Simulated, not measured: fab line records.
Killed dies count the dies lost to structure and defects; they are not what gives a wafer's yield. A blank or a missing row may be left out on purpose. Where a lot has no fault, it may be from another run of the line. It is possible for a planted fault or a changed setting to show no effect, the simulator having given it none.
Lot-split experiment + flow berkeley cmos170 + 23 wafers read across 5 lots, on a route 331 steps long

== THE SPLIT ==
At UCB170_START_OXIDATION_02 (target thk 20 nm, ox time 1800 s), the setting temp c was moved away from the recipe's 950 C on 15 of the 23 wafers read, by -1.8% to +2.0%. This setting was run at the recipe's value on the other wafers.

There is no step in the file separating the split from the reading.

== THE READING ==
START_OXIDE_THK in nanometres, read at UCB170_START_THK_MEAS_03. Fault-free wafers of this fab line usually give 20.3 nm, standard deviation 0.35 nm.

| wafer  | tool, chamber at the split | temp c as run, C | against the recipe | START_OXIDE_THK, nm | against lot-mates on the recipe |
|--------|----------------------------|------------------|--------------------|---------------------|---------------------------------|
| L074.1 | -, -                       | 950              | recipe             | 20.4                | -                               |
| L074.2 | -, -                       | 950              | recipe             | 20.4                | -                               |
| L074.4 | -, -                       | 950              | recipe             | 20.2                | -                               |
| L074.5 | -, -                       | 950              | recipe             | 20.5                | -                               |
| L074.6 | -, -                       | 950              | recipe             | 20.0                | -                               |
| L082.2 | furnace-02, 0              | 950              | recipe             | 19.5                | -                               |
| L082.3 | furnace-02, 0              | 950              | recipe             | 19.5                | -                               |
| L082.4 | furnace-02, 0              | 950              | recipe             | 19.6                | -                               |
| L083.2 | -, -                       | 969.2            | +2.0%              | 24.8                | no lot-mate on the recipe       |
| L083.3 | -, -                       | 969.2            | +2.0%              | 25.0                | no lot-mate on the recipe       |
| L083.4 | -, -                       | 969.2            | +2.0%              | 24.5                | no lot-mate on the recipe       |
| L083.5 | -, -                       | 969.2            | +2.0%              | 25.2                | no lot-mate on the recipe       |
| L083.6 | -, -                       | 969.2            | +2.0%              | 24.7                | no lot-mate on the recipe       |
| L084.1 | -, -                       | 932.7            | -1.8%              | 16.7                | no lot-mate on the recipe       |
| L084.2 | -, -                       | 932.7            | -1.8%              | 16.9                | no lot-mate on the recipe       |
| L084.3 | -, -                       | 932.7            | -1.8%              | 16.9                | no lot-mate on the recipe       |
| L084.4 | -, -                       | 932.7            | -1.8%              | 17.0                | no lot-mate on the recipe       |
| L084.5 | -, -                       | 932.7            | -1.8%              | 16.2                | no lot-mate on the recipe       |
| L085.1 | -, -                       | 964.4            | +1.5%              | 23.6                | no lot-mate on the recipe       |
| L085.3 | -, -                       | 964.4            | +1.5%              | 23.9                | no lot-mate on the recipe       |
| L085.4 | -, -                       | 964.4            | +1.5%              | 23.5                | no lot-mate on the recipe       |
| L085.5 | -, -                       | 964.4            | +1.5%              | 23.4                | no lot-mate on the recipe       |
| L085.6 | -, -                       | 964.4            | +1.5%              | 23.7                | no lot-mate on the recipe       |

FIT RESULTS
A straight line over all 23 wafers: START_OXIDE_THK changes by +2.13 nm for each +1% of temp c; r = +0.99; the points scatter about the line by 0.41 nm.
Too few moved wafers have a lot-mate on the recipe to fit a line with each lot's own level taken away.

== THE WHOLE CHAIN: every reading that the file lists as answering this split, in the file's order ==
| step                      | what it does                     | reading                                                                            | change (the file's fit)              | r (the file's) |
|---------------------------|----------------------------------|------------------------------------------------------------------------------------|--------------------------------------|----------------|
| UCB170_START_OXIDATION_02 | target thk 20 nm, ox time 1800 s | SiO2_of_START_OXIDATION_02.thk nm (the simulator's own value, which no gauge read) | +2.12 nm for each +1% of the setting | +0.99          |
| UCB170_START_THK_MEAS_03  |                                  | START_OXIDE_THK                                                                    | +2.12 for each +1% of the setting    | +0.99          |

== THE FILE'S OWN FIT ==
START_OXIDE_THK changes by +2.12 nm for each +1% of temp c, r = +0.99.
